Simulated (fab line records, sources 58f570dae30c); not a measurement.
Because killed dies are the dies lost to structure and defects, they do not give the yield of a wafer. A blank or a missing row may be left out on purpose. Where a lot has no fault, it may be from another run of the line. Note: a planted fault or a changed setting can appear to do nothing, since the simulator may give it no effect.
The tool behind it: which one? :: flow berkeley cmos170 :: 13 lots, 39 wafers sampled, at 4 steps of a route of 331

## WHAT EACH GAUGE READ, for each wafer
UCB170_ACTIVE_CD_MEAS_13: target cd 1200 nm.
lot: L329
measured: day 4 03:55
on: cd sem-02
cd nm (nm): 1198.3 1199.1 1199.3

lot: L330
measured: day 4 04:12
on: cd sem-01
cd nm (nm): 1200.1 1201.2 1199.6

lot: L331
measured: day 4 04:02
on: cd sem-02
cd nm (nm): 1202.2 1201.8 1201.7

lot: L332
measured: day 4 18:35
on: cd sem-01
cd nm (nm): 1198.7 1199.8 1199.5

lot: L333
measured: day 4 18:58
on: cd sem-01
cd nm (nm): 1200.3 1200.2 1200.4

lot: L340
measured: day 6 13:48
on: cd sem-01
cd nm (nm): 1199.6 1199.5 1198.9

lot: L344
measured: day 7 02:26
on: cd sem-01
cd nm (nm): 1200.0 1198.7 1199.0

lot: L343
measured: day 7 02:15
on: cd sem-01
cd nm (nm): 1199.3 1199.9 1199.8

lot: L346
measured: day 7 14:38
on: cd sem-01
cd nm (nm): 1197.5 1197.2 1198.2

lot: L347
measured: day 8 01:42
on: cd sem-02
cd nm (nm): 1201.0 1200.4 1200.6

lot: L348
measured: day 8 13:43
on: cd sem-01
cd nm (nm): 1199.8 1197.4 1198.5

lot: L349
measured: day 8 13:26
on: cd sem-02
cd nm (nm): 1201.3 1200.6 1199.6

lot: L352
measured: day 9 00:04
on: cd sem-01
cd nm (nm): 1200.9 1200.1 1200.3

UCB170_ACTIVE_OVL_MEAS_14.
lot: L329
measured: day 4 04:02
on: overlay-02
ACTIVE_OVL (nm): 7 5 1

lot: L330
measured: day 4 04:18
on: overlay-02
ACTIVE_OVL (nm): 7 0 -2

lot: L331
measured: day 4 04:09
on: overlay-01
ACTIVE_OVL (nm): -11 -1 -1

lot: L332
measured: day 4 18:41
on: overlay-01
ACTIVE_OVL (nm): -7 -2 -3

lot: L333
measured: day 4 19:05
on: overlay-02
ACTIVE_OVL (nm): -2 -8 -1

lot: L340
measured: day 6 13:55
on: overlay-02
ACTIVE_OVL (nm): 0 -7 3

lot: L344
measured: day 7 02:34
on: overlay-02
ACTIVE_OVL (nm): 6 6 10

lot: L343
measured: day 7 02:20
on: overlay-02
ACTIVE_OVL (nm): -6 -1 -3

lot: L346
measured: day 7 14:46
on: overlay-02
ACTIVE_OVL (nm): -2 6 1

lot: L347
measured: day 8 01:49
on: overlay-02
ACTIVE_OVL (nm): 3 6 5

lot: L348
measured: day 8 13:50
on: overlay-02
ACTIVE_OVL (nm): 0 4 -5

lot: L349
measured: day 8 13:33
on: overlay-02
ACTIVE_OVL (nm): -2 2 0

lot: L352
measured: day 9 00:10
on: overlay-02
ACTIVE_OVL (nm): -9 -3 -8

## EACH LOT AND THE TOOL THAT RAN IT (in order: tool; ch and the chambers of the sampled wafers; start)
lot: L329
UCB170_NWELL_PEB_10: litho track-02 ch 0, day 2 05:28
UCB170_NWELL_STRIP_15: plasma asher-02 ch 0,1, day 2 06:01

lot: L330
UCB170_NWELL_PEB_10: litho track-04 ch 0, day 2 09:50
UCB170_NWELL_STRIP_15: plasma asher-02 ch 0,1, day 2 10:22

lot: L331
UCB170_NWELL_PEB_10: litho track-03 ch 0, day 2 09:50
UCB170_NWELL_STRIP_15: plasma asher-04 ch 0,1, day 2 10:22

lot: L332
UCB170_NWELL_PEB_10: litho track-03 ch 0, day 2 18:38
UCB170_NWELL_STRIP_15: plasma asher-04 ch 0,1, day 2 19:10

lot: L333
UCB170_NWELL_PEB_10: litho track-02 ch 0, day 2 22:24
UCB170_NWELL_STRIP_15: plasma asher-04 ch 0,1, day 2 22:58

lot: L340
UCB170_NWELL_PEB_10: litho track-02 ch 0, day 4 18:00
UCB170_NWELL_STRIP_15: plasma asher-03 ch 0,1, day 4 18:34

lot: L344
UCB170_NWELL_PEB_10: litho track-04 ch 0, day 5 07:19
UCB170_NWELL_STRIP_15: plasma asher-04 ch 0,1, day 5 07:53

lot: L343
UCB170_NWELL_PEB_10: litho track-02 ch 0, day 5 07:37
UCB170_NWELL_STRIP_15: plasma asher-02 ch 0,1, day 5 08:10

lot: L346
UCB170_NWELL_PEB_10: litho track-04 ch 0, day 5 15:50
UCB170_NWELL_STRIP_15: plasma asher-04 ch 0,1, day 5 16:22

lot: L347
UCB170_NWELL_PEB_10: litho track-03 ch 0, day 6 04:12
UCB170_NWELL_STRIP_15: plasma asher-04 ch 0,1, day 6 04:44

lot: L348
UCB170_NWELL_PEB_10: litho track-03 ch 0, day 6 09:44
UCB170_NWELL_STRIP_15: plasma asher-03 ch 1, day 6 10:17

lot: L349
UCB170_NWELL_PEB_10: litho track-03 ch 0, day 6 10:01
UCB170_NWELL_STRIP_15: plasma asher-04 ch 0,1, day 6 10:33

lot: L352
UCB170_NWELL_PEB_10: litho track-03 ch 0, day 7 02:45
UCB170_NWELL_STRIP_15: plasma asher-03 ch 0,1, day 7 03:17
- UCB170_NWELL_PEB_10
- UCB170_NWELL_STRIP_15: strips in O2.

## AS READ BY THE TOOLS THEMSELVES (means over the sampled wafers that have a number; for cases with no such wafer, the mark the record gives instead)
UCB170_NWELL_PEB_10.
lot: L329
tool: litho track-02
heater power total W (W): 56.82
plate temp C (C): 130.00

lot: L330
tool: litho track-04
heater power total W (W): 56.81
plate temp C (C): 130.09

lot: L331
tool: litho track-03
heater power total W (W): 56.87
plate temp C (C): 130.03

lot: L332
tool: litho track-03
heater power total W (W): 56.79
plate temp C (C): 130.14

lot: L333
tool: litho track-02
heater power total W (W): 56.78
plate temp C (C): 130.12

lot: L340
tool: litho track-02
heater power total W (W): 55.84
plate temp C (C): 128.31

lot: L344
tool: litho track-04
heater power total W (W): 56.80
plate temp C (C): 129.92

lot: L343
tool: litho track-02
heater power total W (W): 55.86
plate temp C (C): 128.19

lot: L346
tool: litho track-04
heater power total W (W): 56.79
plate temp C (C): 129.98

lot: L347
tool: litho track-03
heater power total W (W): 56.79
plate temp C (C): 130.01

lot: L348
tool: litho track-03
heater power total W (W): 56.79
plate temp C (C): 129.94

lot: L349
tool: litho track-03
heater power total W (W): 56.83
plate temp C (C): 130.17

lot: L352
tool: litho track-03
heater power total W (W): 56.84
plate temp C (C): 129.97

UCB170_NWELL_STRIP_15.
lot: L329
tool: plasma asher-02
chamber pressure mTorr (mTorr): 3501
drypump motor current A (A): 6.3
oes product au (a.u.): 0.717
strip time to endpoint s (s): 17.99

lot: L330
tool: plasma asher-02
chamber pressure mTorr (mTorr): 3503
drypump motor current A (A): 6.3
oes product au (a.u.): 0.718
strip time to endpoint s (s): 17.94

lot: L331
tool: plasma asher-04
chamber pressure mTorr (mTorr): 3502
drypump motor current A (A): 5.4
oes product au (a.u.): 0.721
strip time to endpoint s (s): 17.89

lot: L332
tool: plasma asher-04
chamber pressure mTorr (mTorr): 3495
drypump motor current A (A): 5.4
oes product au (a.u.): 0.723
strip time to endpoint s (s): 17.90

lot: L333
tool: plasma asher-04
chamber pressure mTorr (mTorr): 3499
drypump motor current A (A): 5.4
oes product au (a.u.): 0.722
strip time to endpoint s (s): 18.00

lot: L340
tool: plasma asher-03
chamber pressure mTorr (mTorr): 3501
drypump motor current A (A): 5.6
oes product au (a.u.): 0.721
strip time to endpoint s (s): 17.93

lot: L344
tool: plasma asher-04
chamber pressure mTorr (mTorr): 3500
drypump motor current A (A): 5.4
oes product au (a.u.): 0.718
strip time to endpoint s (s): 17.96

lot: L343
tool: plasma asher-02
chamber pressure mTorr (mTorr): 3500
drypump motor current A (A): 6.3
oes product au (a.u.): 0.720
strip time to endpoint s (s): 17.95

lot: L346
tool: plasma asher-04
chamber pressure mTorr (mTorr): 3499
drypump motor current A (A): 5.4
oes product au (a.u.): 0.720
strip time to endpoint s (s): 18.09

lot: L347
tool: plasma asher-04
chamber pressure mTorr (mTorr): 3500
drypump motor current A (A): 5.5
oes product au (a.u.): 0.718
strip time to endpoint s (s): 17.99

lot: L348
tool: plasma asher-03
chamber pressure mTorr (mTorr): 3501
drypump motor current A (A): 5.5
oes product au (a.u.): 0.720
strip time to endpoint s (s): 17.96

lot: L349
tool: plasma asher-04
chamber pressure mTorr (mTorr): 3498
drypump motor current A (A): 5.4
oes product au (a.u.): 0.718
strip time to endpoint s (s): 17.93

lot: L352
tool: plasma asher-03
chamber pressure mTorr (mTorr): 3501
drypump motor current A (A): 5.6
oes product au (a.u.): 0.723
strip time to endpoint s (s): 17.96

## THE ANSWER, worked out from the rows above alone
Rule: usual is defined by the lots themselves. Put in order of their means at a reading, lots are off if they are a third of the lots or fewer, leave a main group of 4 or more, and stand apart from it by a gap of 3 or more times the standard deviation of the main group's means; of several such gaps the widest counts. A main group whose means are all the same, to the digits that the tables above print for the reading, isn't used. Also off: a lot with no number at a reading for which 4 or more lots have one. Where the step has rows for the other lots, those lots are counted as sound. The gauges are gone through in route order, then the tools' own readings, and for those a lot's mean is taken as printed above. The first step at which some lot is off is used, and at that step the reading that is off furthest; a lot without a number counts as furthest.
Off at UCB170_NWELL_PEB_10 (heater power total W): L340, L343. The main group: mean 56.81 W, standard deviation 0.026.
A tool fits if, at that step or a process step before it, it ran every lot that is off, and no sound lot after the first of them. One fits: litho track-02 at UCB170_NWELL_PEB_10. A fault onset in the window from L333 (day 2 22:24, its last sound lot) to L340 (day 4 18:00, its first lot off) fits.
The tool's own readings at UCB170_NWELL_PEB_10 bear it out: on the lots that are off they differ by more than 5 times the standard deviation of the sound lots' means. heater power total W reads 55.85 W there against 56.81 W on the sound lots; plate temp C reads 128.25 C there against 130.03 C on the sound lots.

## WHAT WAS PUT IN BY THE SIMULATOR
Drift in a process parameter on litho track-02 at UCB170_NWELL_PEB_10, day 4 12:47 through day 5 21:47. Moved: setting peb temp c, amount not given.
Struck lots among those shown: L340, L343. The same result came from the rule above.
